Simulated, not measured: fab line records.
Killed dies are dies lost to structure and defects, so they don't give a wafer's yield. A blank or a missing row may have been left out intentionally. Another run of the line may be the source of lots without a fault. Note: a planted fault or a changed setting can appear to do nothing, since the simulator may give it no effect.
Which of the tools did it? || flow berkeleyCmos170 || 6 lots with 18 wafers sampled at 3 steps, on a route of 331 steps

## WHAT EACH GAUGE READ, for each wafer
UCB170_SPACER_THK_MEAS_01.
{"lot": "L994", "measured": "day 6 18:08", "on": "filmMetro-04", "SPACER_TEOS_THK (nm)": "366 377 380"}
{"lot": "L997", "measured": "day 7 15:53", "on": "filmMetro-03", "SPACER_TEOS_THK (nm)": "372 372 376"}
{"lot": "L103", "measured": "day 9 00:01", "on": "filmMetro-03", "SPACER_TEOS_THK (nm)": "370 378 372"}
{"lot": "L106", "measured": "day 9 09:27", "on": "filmMetro-04", "SPACER_TEOS_THK (nm)": "373 375 379"}
{"lot": "L109", "measured": "day 9 23:58", "on": "filmMetro-03", "SPACER_TEOS_THK (nm)": "370 371 378"}
{"lot": "L113", "measured": "day 10 19:29", "on": "filmMetro-03", "SPACER_TEOS_THK (nm)": "373 375 382"}

## WHAT TOOL EACH LOT RAN ON (gives the tool, then ch and the chambers of the sampled wafers, and finally the start)
{"lot": "L994", "UCB170_PWELL_ETCH_14": "rieDiel-03 ch 0,2,3, day 3 08:51", "UCB170_SPACER_CVD_00": "pecvd-01 ch 0,2, day 6 18:06"}
{"lot": "L997", "UCB170_PWELL_ETCH_14": "rieDiel-04 ch 1,2, day 4 06:07", "UCB170_SPACER_CVD_00": "pecvd-04 ch 0,1,2, day 7 15:50"}
{"lot": "L103", "UCB170_PWELL_ETCH_14": "rieDiel-02 ch 0,1,3, day 5 07:52", "UCB170_SPACER_CVD_00": "pecvd-01 ch 0,1,2, day 8 23:57"}
{"lot": "L106", "UCB170_PWELL_ETCH_14": "rieDiel-02 ch 1,2,3, day 5 16:41", "UCB170_SPACER_CVD_00": "pecvd-02 ch 0,1, day 9 09:24"}
{"lot": "L109", "UCB170_PWELL_ETCH_14": "rieDiel-02 ch 0,1, day 6 17:56", "UCB170_SPACER_CVD_00": "pecvd-01 ch 0,2, day 9 23:55"}
{"lot": "L113", "UCB170_PWELL_ETCH_14": "rieDiel-04 ch 0,1,2, day 7 18:49", "UCB170_SPACER_CVD_00": "pecvd-04 ch 0,1,2, day 10 19:26"}
- UCB170_PWELL_ETCH_14: etches Si3N4 in CH3F/Ar/O2, stops on SiO2, target depth 242 nm, time 151 s.
- UCB170_SPACER_CVD_00: deposits SiO2 from TEOS/O2, target thk 376 nm, time 47 s.

## THE ANSWER, worked out from the rows above alone
Rule: the lots themselves supply what counts as usual. The widest of any qualifying gaps counts: lots, ordered by their means at a reading, are off when they make up no more than a third of the lots, leave a main group of 4 or more, and stand apart from it by 3 or more times the standard deviation of that group's means. A main group whose means are all the same, to the digits that the tables above print for the reading, isn't used. A lot without any number at a reading at which 4 lots or more have one is off too. Any other lot the step has rows for is counted as sound.
Nothing can be told from this: no lot is off at any reading shown.

## WHAT THE SIMULATOR PUT IN
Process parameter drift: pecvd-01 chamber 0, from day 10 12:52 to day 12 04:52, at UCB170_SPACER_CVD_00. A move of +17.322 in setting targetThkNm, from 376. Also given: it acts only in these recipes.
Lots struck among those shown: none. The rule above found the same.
